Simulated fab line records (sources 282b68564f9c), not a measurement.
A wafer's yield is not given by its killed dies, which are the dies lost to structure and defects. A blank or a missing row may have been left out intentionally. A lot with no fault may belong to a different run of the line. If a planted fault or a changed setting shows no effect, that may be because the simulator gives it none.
Which tool is to blame?    flow rit cmos    21 wafers from 7 lots sampled at 3 of the route's 202 steps

WHAT THE GAUGES READ, wafer by wafer
RIT_PWELL_OVL_MEAS_06.
lot   measured     on          PWELL_OVL (nm)
L635  day 2 18:59  overlay-02  0.4 0.4 1.9
L637  day 3 02:50  overlay-01  -2.4 -1.7 -1.5
L641  day 4 11:56  overlay-01  1.8 0.3 2.8
L644  day 5 00:56  overlay-01  -1.0 0.8 -0.2
L646  day 5 04:56  overlay-01  -1.2 1.6 0.3
L652  day 6 05:23  overlay-01  240.6 239.9 239.6 240.5 240.7 240.3
L654  day 6 14:19  overlay-02  238.9 241.1 238.3 240.0 241.7 239.4

EACH LOT AND THE TOOL THAT RAN IT (in order: tool; ch and the chambers of the sampled wafers; start)
lot   RIT_ACTIVE_ETCH_13                 RIT_PWELL_EXPOSE_03
L635  rie diel-03 ch 1,3, day 2 07:16    iline stepper-02 ch 0, day 2 18:33
L637  rie diel-02 ch 0,1,3, day 2 16:54  iline stepper-01 ch 0, day 3 02:26
L641  rie diel-04 ch 1,2,3, day 3 23:03  iline stepper-02 ch 0, day 4 11:25
L644  rie diel-04 ch 0,3, day 4 08:02    iline stepper-02 ch 0, day 5 00:11
L646  rie diel-02 ch 0,3, day 4 16:40    iline stepper-02 ch 0, day 5 04:31
L652  rie diel-02 ch 1,2,3, day 5 20:41  iline stepper-01 ch 0, day 6 04:41
L654  rie diel-02 ch 0,1, day 6 05:59    iline stepper-01 ch 0, day 6 13:41
- RIT_ACTIVE_ETCH_13: etches Si3N4 in SF6, stops on SiO2, time 210 s, target depth 210 nm.
- RIT_PWELL_EXPOSE_03: exposes mask M3, target cd 43700 nm.

THE ANSWER, worked out from the rows above alone
Rule: usual is defined by the lots themselves. Put in order of their means at a reading, lots are off if they are a third of the lots or fewer, leave a main group of 4 or more, and stand apart from it by a gap of 3 or more times the standard deviation of the main group's means; of several such gaps the widest counts. A main group is skipped when, at the precision printed for the reading in the tables above, its means are all equal. A lot without any number at a reading at which 4 lots or more have one is off too. The other lots that the step has rows for count as sound.
Off: L652, L654, seen at RIT_PWELL_OVL_MEAS_06 (PWELL_OVL). Mean 0.2 nm and standard deviation 1.2 in the main group.
A tool fits if, at a process step before that reading, it ran every lot that is off, and no sound lot after the first of them. Gauges at RIT_PWELL_OVL_MEAS_06: tried the same way as those tools. This does not decide it: 2 tools fit, namely rie diel-02 at RIT_ACTIVE_ETCH_13 and iline stepper-01 at RIT_PWELL_EXPOSE_03.

WHAT WAS PUT IN BY THE SIMULATOR
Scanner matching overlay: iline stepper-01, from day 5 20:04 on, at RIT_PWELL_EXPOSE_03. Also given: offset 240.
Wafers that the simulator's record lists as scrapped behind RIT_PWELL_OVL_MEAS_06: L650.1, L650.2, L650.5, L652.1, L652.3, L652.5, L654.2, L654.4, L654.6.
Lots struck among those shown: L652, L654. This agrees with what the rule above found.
